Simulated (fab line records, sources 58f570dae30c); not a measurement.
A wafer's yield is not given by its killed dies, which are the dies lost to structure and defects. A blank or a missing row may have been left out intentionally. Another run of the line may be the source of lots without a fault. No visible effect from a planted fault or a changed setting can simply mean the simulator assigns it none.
What tool caused it? | flow berkeley cmos170 | 21 wafers sampled from 7 lots at 1 step of a route of 331

== WHAT THE GAUGES SHOWED, per wafer ==
UCB170_NWELL_THK_MEAS_02.
lot  | measured    | on            | NWELL_OXIDE_THK (nm)
L688 | day 2 14:47 | film metro-04 | 26.4 26.6 26.3
L690 | day 2 23:59 | film metro-04 | 27.7 27.0 27.3
L692 | day 3 07:11 | film metro-04 | 26.5 26.5 26.9
L695 | day 3 20:00 | film metro-01 | 27.1 26.9 27.1
L696 | day 4 08:12 | film metro-03 | 26.2 26.5 26.1
L703 | day 5 13:02 | film metro-04 | 25.8 26.8 26.3
L708 | day 6 14:26 | film metro-04 | 27.2 27.5 27.1

== WHAT TOOL EACH LOT RAN ON (gives the tool, then ch and the chambers of the sampled wafers, and finally the start) ==
There is no process step in the record ahead of these readings.

== THE ANSWER, worked out from the rows above alone ==
Rule: the usual values come from the lots themselves. Put in order of their means at a reading, lots are off if they are a third of the lots or fewer, leave a main group of 4 or more, and stand apart from it by a gap of 3 or more times the standard deviation of the main group's means; of several such gaps the widest counts. A main group is skipped when, at the precision printed for the reading in the tables above, its means are all equal. A lot without any number at a reading at which 4 lots or more have one is off too. The other lots that the step has rows for count as sound.
Across all readings shown, no lot is off: no conclusion can be drawn from this.

== WHAT THE SIMULATOR PUT IN ==
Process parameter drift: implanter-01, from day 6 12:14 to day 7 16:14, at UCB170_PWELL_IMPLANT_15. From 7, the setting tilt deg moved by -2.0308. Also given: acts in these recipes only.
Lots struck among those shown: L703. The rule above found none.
